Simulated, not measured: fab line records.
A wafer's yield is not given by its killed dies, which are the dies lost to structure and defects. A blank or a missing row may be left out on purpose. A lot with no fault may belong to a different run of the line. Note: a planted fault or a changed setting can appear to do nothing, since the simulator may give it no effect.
Which tool is to blame? :: flow berkeley cmos170 :: 14 lots, 42 wafers sampled, at 5 steps of a route of 331

WHAT THE GAUGES SHOWED, per wafer
UCB170_PFIELD_TW_MEAS_09. Usual: PFIELD_TW 609.1, standard deviation 2.8.
lot: L400
measured: day 5 09:20
on: film metro-02
PFIELD_TW: 607.2 609.2 609.6
flag: 

lot: L402
measured: day 5 13:49
on: film metro-02
PFIELD_TW: 606.8 610.2 606.0
flag: 

lot: L403
measured: day 5 17:52
on: film metro-02
PFIELD_TW: 609.9 609.3 612.3
flag: 

lot: L408
measured: day 6 18:40
on: film metro-02
PFIELD_TW: 613.1 608.6 610.7
flag: 

lot: L412
measured: day 7 13:34
on: film metro-03
PFIELD_TW: 606.5 612.4 611.0
flag: 

lot: L411
measured: day 7 14:17
on: film metro-04
PFIELD_TW: 607.9 608.4 607.0
flag: 

lot: L410
measured: day 7 14:20
on: film metro-03
PFIELD_TW: 606.8 608.1 608.3
flag: 

lot: L413
measured: day 8 07:33
on: film metro-04
PFIELD_TW: 611.6 611.3 613.7
flag: 

lot: L415
measured: day 8 07:35
on: film metro-03
PFIELD_TW: 608.7 606.9 612.8
flag: 

lot: L414
measured: day 8 07:39
on: film metro-02
PFIELD_TW: 608.4 606.9 607.6
flag: 

lot: L418
measured: day 8 17:14
on: film metro-02
PFIELD_TW: 610.3 610.5 606.0
flag: 

lot: L416
measured: day 8 17:35
on: film metro-02
PFIELD_TW: 610.3 611.1 606.2
flag: 

lot: L420
measured: day 9 12:35
on: film metro-04
PFIELD_TW: 604.9 603.9 605.5
flag: 

lot: L422
measured: day 9 20:16
on: film metro-03
PFIELD_TW: 609.2 606.1 609.3
flag: 

UCB170_NVT_TW_MEAS_09. Usual: NVT_TW 525.5, standard deviation 2.2.
lot: L400
measured: day 6 20:41
on: film metro-03
NVT_TW: 523.9 524.3 527.0
flag: 

lot: L402
measured: day 7 04:01
on: film metro-03
NVT_TW: 527.1 525.7 527.3
flag: 

lot: L403
measured: day 7 04:11
on: film metro-02
NVT_TW: 525.8 528.5 526.1
flag: 

lot: L408
measured: day 8 06:26
on: film metro-03
NVT_TW: 606.7 606.8 606.2 605.6 607.5 609.2
flag: OFF

lot: L412
measured: day 8 21:00
on: film metro-02
NVT_TW: 525.0 524.0 525.5
flag: 

lot: L411
measured: day 8 20:31
on: film metro-04
NVT_TW: 528.1 527.2 529.5
flag: 

lot: L410
measured: day 8 20:47
on: film metro-04
NVT_TW: 612.7 612.6 613.5 608.5 608.7 608.2
flag: OFF

lot: L413
measured: day 9 17:55
on: film metro-03
NVT_TW: 523.6 525.1 525.8
flag: 

lot: L415
measured: day 9 18:07
on: film metro-03
NVT_TW: 523.8 525.3 525.5
flag: 

lot: L414
measured: day 9 17:49
on: film metro-03
NVT_TW: 524.5 526.2 526.3
flag: 

lot: L418
measured: day 10 10:06
on: film metro-04
NVT_TW: 526.1 524.1 526.8
flag: 

lot: L416
measured: day 10 09:58
on: film metro-02
NVT_TW: 523.9 523.6 523.3
flag: 

lot: L420
measured: day 11 00:38
on: film metro-02
NVT_TW: 524.3 521.5 526.7
flag: 

lot: L422
measured: day 11 12:16
on: film metro-03
NVT_TW: 524.5 525.3 527.8
flag: 

UCB170_V1_CD_MEAS_12: the cd target is 700 nm. Usual: cd nm 699.9 nm, standard deviation 1.4.
lot: L400
measured: day 8 19:35
on: cd sem-01
cd nm (nm): 698.8 698.0 698.7
flag: 

lot: L402
measured: day 9 06:26
on: cd sem-02
cd nm (nm): 697.5 698.1 698.6
flag: 

lot: L403
measured: day 9 04:58
on: cd sem-01
cd nm (nm): 700.0 700.4 700.3
flag: 

lot: L408
measured: day 10 07:54
on: cd sem-02
cd nm (nm): 700.1 700.2 699.6
flag: 

lot: L412
measured: day 10 21:41
on: cd sem-02
cd nm (nm): 698.5 698.1 698.2
flag: 

lot: L411
measured: day 10 21:26
on: cd sem-01
cd nm (nm): 699.9 699.6 700.2
flag: 

lot: L410
measured: day 10 22:14
on: cd sem-01
cd nm (nm): 698.7 697.4 699.0
flag: 

lot: L413
measured: day 11 23:07
on: cd sem-02
cd nm (nm): 701.0 699.7 700.2
flag: 

lot: L415
measured: day 11 23:23
on: cd sem-02
cd nm (nm): 701.8 701.5 701.5
flag: 

lot: L414
measured: day 11 23:41
on: cd sem-02
cd nm (nm): 700.2 701.4 699.4
flag: 

lot: L418
measured: day 12 14:19
on: cd sem-01
cd nm (nm): 701.4 700.4 702.0
flag: 

lot: L416
measured: day 12 18:59
on: cd sem-01
cd nm (nm): 700.3 700.5 700.0
flag: 

lot: L420
measured: day 13 03:21
on: cd sem-01
cd nm (nm): 698.5 698.7 699.4
flag: 

lot: L422
measured: day 13 11:49
on: cd sem-01
cd nm (nm): 698.2 700.0 697.9
flag: 

UCB170_M2_THK_MEAS_03: measures by xrf. Usual: M2_AL_THK 885 nm, standard deviation 10.
lot: L400
measured: day 8 20:24
on: film metro-02
M2_AL_THK (nm): 892 887 880
flag: 

lot: L402
measured: day 9 07:16
on: film metro-02
M2_AL_THK (nm): 879 878 877
flag: 

lot: L403
measured: day 9 05:50
on: film metro-01
M2_AL_THK (nm): 889 892 888
flag: 

lot: L408
measured: day 10 08:43
on: film metro-02
M2_AL_THK (nm): 880 889 882
flag: 

lot: L412
measured: day 10 22:31
on: film metro-01
M2_AL_THK (nm): 900 893 883
flag: 

lot: L411
measured: day 10 22:16
on: film metro-03
M2_AL_THK (nm): 891 890 891
flag: 

lot: L410
measured: day 10 23:03
on: film metro-03
M2_AL_THK (nm): 900 885 885
flag: 

lot: L413
measured: day 11 23:56
on: film metro-02
M2_AL_THK (nm): 877 884 877
flag: 

lot: L415
measured: day 12 00:17
on: film metro-02
M2_AL_THK (nm): 878 876 876
flag: 

lot: L414
measured: day 12 00:32
on: film metro-02
M2_AL_THK (nm): 879 881 877
flag: 

lot: L418
measured: day 12 15:07
on: film metro-03
M2_AL_THK (nm): 883 883 884
flag: 

lot: L416
measured: day 12 20:02
on: film metro-03
M2_AL_THK (nm): 899 905 908
flag: 

lot: L420
measured: day 13 04:10
on: film metro-02
M2_AL_THK (nm): 881 887 873
flag: 

lot: L422
measured: day 13 12:43
on: film metro-02
M2_AL_THK (nm): 902 883 890
flag: 

WHICH TOOL RAN EACH LOT (tool, then ch and the chambers of the sampled wafers, then the start)
lot: L400
UCB170_NVT_IMPLANT_07: implanter-03 ch 0, day 6 20:26

lot: L402
UCB170_NVT_IMPLANT_07: implanter-01 ch 0, day 7 03:46

lot: L403
UCB170_NVT_IMPLANT_07: implanter-01 ch 0, day 7 03:56

lot: L408
UCB170_NVT_IMPLANT_07: implanter-03 ch 0, day 8 06:11

lot: L412
UCB170_NVT_IMPLANT_07: implanter-04 ch 0, day 8 20:45

lot: L411
UCB170_NVT_IMPLANT_07: implanter-01 ch 0, day 8 20:16

lot: L410
UCB170_NVT_IMPLANT_07: implanter-03 ch 0, day 8 20:32

lot: L413
UCB170_NVT_IMPLANT_07: implanter-01 ch 0, day 9 17:40

lot: L415
UCB170_NVT_IMPLANT_07: implanter-01 ch 0, day 9 17:49

lot: L414
UCB170_NVT_IMPLANT_07: implanter-01 ch 0, day 9 17:29

lot: L418
UCB170_NVT_IMPLANT_07: implanter-01 ch 0, day 10 09:53

lot: L416
UCB170_NVT_IMPLANT_07: implanter-04 ch 0, day 10 09:45

lot: L420
UCB170_NVT_IMPLANT_07: implanter-04 ch 0, day 11 00:24

lot: L422
UCB170_NVT_IMPLANT_07: implanter-04 ch 0, day 11 12:01
- UCB170_NVT_IMPLANT_07

AS READ BY THE TOOLS THEMSELVES (means over the sampled wafers that have a number; for cases with no such wafer, the mark the record gives instead)
UCB170_NVT_IMPLANT_07. Usual: dose ions cm2 3.001e+12, standard deviation 3.3e+09; faraday current uA 9.49, standard deviation 0.19.
lot: L400
tool: implanter-03
dose ions cm2: 3.003e+12
faraday current uA: 9.64
flag: 

lot: L402
tool: implanter-01
dose ions cm2: 3.002e+12
faraday current uA: 9.49
flag: 

lot: L403
tool: implanter-01
dose ions cm2: 3.006e+12
faraday current uA: 9.51
flag: 

lot: L408
tool: implanter-03
dose ions cm2: 4.799e+12
faraday current uA: 15.35
flag: OFF

lot: L412
tool: implanter-04
dose ions cm2: 3.003e+12
faraday current uA: 9.53
flag: 

lot: L411
tool: implanter-01
dose ions cm2: 3.005e+12
faraday current uA: 9.62
flag: 

lot: L410
tool: implanter-03
dose ions cm2: 4.802e+12
faraday current uA: 15.33
flag: OFF

lot: L413
tool: implanter-01
dose ions cm2: 2.998e+12
faraday current uA: 9.52
flag: 

lot: L415
tool: implanter-01
dose ions cm2: 3.002e+12
faraday current uA: 9.48
flag: 

lot: L414
tool: implanter-01
dose ions cm2: 3.000e+12
faraday current uA: 9.30
flag: 

lot: L418
tool: implanter-01
dose ions cm2: 3.001e+12
faraday current uA: 9.66
flag: 

lot: L416
tool: implanter-04
dose ions cm2: 3.005e+12
faraday current uA: 9.30
flag: 

lot: L420
tool: implanter-04
dose ions cm2: 2.999e+12
faraday current uA: 9.40
flag: 

lot: L422
tool: implanter-04
dose ions cm2: 3.002e+12
faraday current uA: 9.46
flag: 

THE ANSWER, worked out from the rows above alone
Rule: a lot counts as off when the mean over its wafers that have a number is more than 3 standard deviations away from the usual mean. Also off: a lot with no number at a reading for which 4 or more lots have one. Any other lot the step has rows for is counted as sound. The gauges are gone through in route order, then the tools' own readings, and for those a lot's mean is taken as printed above. The first step at which some lot is off is used, and at that step the reading that is off furthest; a lot without a number counts as furthest.
Off: at UCB170_NVT_TW_MEAS_09 (NVT_TW), L408, L410.
A tool fits if, at a process step before that reading, it ran every lot that is off, and no sound lot after the first of them. Not tried: the gauges at UCB170_NVT_TW_MEAS_09; whatever is off there is also off at UCB170_NVT_IMPLANT_07, on other tools, and gauge error can't account for it. One fits: implanter-03 at UCB170_NVT_IMPLANT_07. Its last sound lot is L400 (day 6 20:26), its first lot that is off L408 (day 8 06:11): a fault that began between those two fits.
The tool's own readings at UCB170_NVT_IMPLANT_07 bear it out: on the lots that are off they differ by more than 5 times the standard deviation of the sound lots' means. dose ions cm2 reads 4.800e+12 there against 3.002e+12 on the sound lots; faraday current uA reads 15.34 there against 9.49 on the sound lots.

WHAT THE SIMULATOR HAD INSERTED
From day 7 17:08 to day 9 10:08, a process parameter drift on implanter-03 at UCB170_NVT_IMPLANT_07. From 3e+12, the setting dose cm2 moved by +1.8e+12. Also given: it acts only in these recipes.
Lots struck among those shown: L408, L410. This agrees with what the rule above found.
